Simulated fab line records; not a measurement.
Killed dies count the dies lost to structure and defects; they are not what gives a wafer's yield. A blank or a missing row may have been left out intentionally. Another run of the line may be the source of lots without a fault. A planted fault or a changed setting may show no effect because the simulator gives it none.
Split-lot experiment :: flow rit_cmos :: on a route of 202 steps: 5 lots, 23 wafers read

ON THE SPLIT
At RIT_M1_DEVELOP_08 (develop time 68 s), the setting develop_time_s was moved away from the recipe's 68 s on 7 of the 23 wafers read, by -14.3% to +8.4%. All remaining wafers had this setting at the recipe value.

FROM THE SPLIT TO THE READING: what the file shows between them, 4 steps
- RIT_M1_CD_MEAS_09: target cd 2600 nm
- RIT_M1_METAL_ETCH_12: etches Al in Cl2/BCl3, stops on SiO2, time 165 s, target depth 600 nm (also split here: rf_w)
- RIT_M1_STRIP_13: strips in nmp, time 600 s
- RIT_M1_STRIP_14: strips in O2, time 180 s

THE READING
At RIT_M1_CD_MEAS_90: cd_nm in nanometres, against a target cd of 2600 nm. On this fab line, fault-free wafers typically give 2600.3 nm with a standard deviation of 2.1 nm.

wafer: L074.1
tool, chamber at the split: litho_track-01, 0
develop_time_s as run, s: 68
against the recipe: recipe
cd_nm, nm: 2599.8
against lot-mates on the recipe: -

wafer: L074.3
tool, chamber at the split: litho_track-01, 0
develop_time_s as run, s: 58.3
against the recipe: -14.3%
cd_nm, nm: 2612.2
against lot-mates on the recipe: +10.5

wafer: L074.4
tool, chamber at the split: litho_track-01, 0
develop_time_s as run, s: 68
against the recipe: recipe
cd_nm, nm: 2604.8
against lot-mates on the recipe: -

wafer: L074.5
tool, chamber at the split: litho_track-01, 0
develop_time_s as run, s: 68
against the recipe: recipe
cd_nm, nm: 2600.6
against lot-mates on the recipe: -

wafer: L074.6
tool, chamber at the split: litho_track-01, 0
develop_time_s as run, s: 58.3
against the recipe: -14.3%
cd_nm, nm: 2612.4
against lot-mates on the recipe: +10.7

wafer: L076.2
tool, chamber at the split: litho_track-02, 0
develop_time_s as run, s: 68
against the recipe: recipe
cd_nm, nm: 2605.1
against lot-mates on the recipe: -

wafer: L076.5
tool, chamber at the split: litho_track-02, 0
develop_time_s as run, s: 68
against the recipe: recipe
cd_nm, nm: 2602.9
against lot-mates on the recipe: -

wafer: L076.6
tool, chamber at the split: litho_track-02, 0
develop_time_s as run, s: 68
against the recipe: recipe
cd_nm, nm: 2603.6
against lot-mates on the recipe: -

wafer: L078.1
tool, chamber at the split: litho_track-02, 0
develop_time_s as run, s: 68
against the recipe: recipe
cd_nm, nm: 2601.0
against lot-mates on the recipe: -

wafer: L078.3
tool, chamber at the split: litho_track-02, 0
develop_time_s as run, s: 68
against the recipe: recipe
cd_nm, nm: 2600.4
against lot-mates on the recipe: -

wafer: L078.4
tool, chamber at the split: litho_track-02, 0
develop_time_s as run, s: 68
against the recipe: recipe
cd_nm, nm: 2598.4
against lot-mates on the recipe: -

wafer: L078.5
tool, chamber at the split: litho_track-02, 0
develop_time_s as run, s: 73.73
against the recipe: +8.4%
cd_nm, nm: 2589.3
against lot-mates on the recipe: -10.6

wafer: L078.6
tool, chamber at the split: litho_track-02, 0
develop_time_s as run, s: 73.73
against the recipe: +8.4%
cd_nm, nm: 2592.1
against lot-mates on the recipe: -7.8

wafer: L079.1
tool, chamber at the split: litho_track-03, 0
develop_time_s as run, s: 72.08
against the recipe: +6.0%
cd_nm, nm: 2593.8
against lot-mates on the recipe: -8.2

wafer: L079.2
tool, chamber at the split: litho_track-03, 0
develop_time_s as run, s: 72.08
against the recipe: +6.0%
cd_nm, nm: 2596.1
against lot-mates on the recipe: -5.9

wafer: L079.3
tool, chamber at the split: litho_track-03, 0
develop_time_s as run, s: 72.08
against the recipe: +6.0%
cd_nm, nm: 2593.7
against lot-mates on the recipe: -8.3

wafer: L079.5
tool, chamber at the split: litho_track-03, 0
develop_time_s as run, s: 68
against the recipe: recipe
cd_nm, nm: 2599.9
against lot-mates on the recipe: -

wafer: L079.6
tool, chamber at the split: litho_track-03, 0
develop_time_s as run, s: 68
against the recipe: recipe
cd_nm, nm: 2604.1
against lot-mates on the recipe: -

wafer: L083.1
tool, chamber at the split: litho_track-03, 0
develop_time_s as run, s: 68
against the recipe: recipe
cd_nm, nm: 2606.1
against lot-mates on the recipe: -

wafer: L083.2
tool, chamber at the split: litho_track-03, 0
develop_time_s as run, s: 68
against the recipe: recipe
cd_nm, nm: 2605.2
against lot-mates on the recipe: -

wafer: L083.3
tool, chamber at the split: litho_track-03, 0
develop_time_s as run, s: 68
against the recipe: recipe
cd_nm, nm: 2603.6
against lot-mates on the recipe: -

wafer: L083.5
tool, chamber at the split: litho_track-03, 0
develop_time_s as run, s: 68
against the recipe: recipe
cd_nm, nm: 2600.1
against lot-mates on the recipe: -

wafer: L083.6
tool, chamber at the split: litho_track-03, 0
develop_time_s as run, s: 68
against the recipe: recipe
cd_nm, nm: 2604.9
against lot-mates on the recipe: -

FIT RESULTS
A straight line over all 23 wafers: cd_nm changes by -0.938 nm for each +1% of develop_time_s; r = -0.89; the points scatter about the line by 2.7 nm.
The same after taking each lot's own level away (the mean of its wafers on the recipe; 23 wafers): -0.894 nm for each +1%; r = -0.93; scatter 1.9 nm.
According to that fit, moving develop_time_s by its largest amount changes the reading by 13 nm.
Measured against the standard deviation above, the lots' own levels, which go from 2599.93 to 2603.98 nm, span 1.9 times it.
So the lot-to-lot level changes the slope little: the two slopes agree.
Check: with one of the wafers moved furthest among these (-14.3%) left out of the fit, the line predicts +13.1 nm for it against its lot-mates. It came out at +10.5 nm against them.

THESE WAFERS: OTHER SPLITS
Before the reading, these wafers also passed through other splits. Each is held against what the fit with the lots' levels taken away leaves over:
other split on the same wafers: RIT_SILICIDE_SPUTTER_01 time_s
wafers away from the commonest value: 9
r with cd_nm (lot level and that fit taken away): +0.02

other split on the same wafers: RIT_M1_METAL_ETCH_12 rf_w
wafers away from the commonest value: 9
r with cd_nm (lot level and that fit taken away): -0.60

THE WHOLE CHAIN: every reading that the file lists as answering this split, in the file's order
step: RIT_M1_CD_MEAS_09
what it does: target cd 2600 nm
reading: cd_nm
change (the file's fit): -0.923 nm for each +1% of the setting
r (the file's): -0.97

step: RIT_M1_METAL_ETCH_12
what it does: etches Al in Cl2/BCl3, stops on SiO2, time 165 s, target depth 600 nm
reading: M1.cd_nm (the simulator's own value, which no gauge read)
change (the file's fit): -0.86 nm for each +1% of the setting
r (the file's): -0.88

step: RIT_M1_CD_MEAS_90
what it does: target cd 2600 nm
reading: cd_nm
change (the file's fit): -0.88 nm for each +1% of the setting
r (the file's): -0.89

THE FILE'S OWN FIT
cd_nm changes by -0.88 nm for each +1% of develop_time_s, r = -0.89.
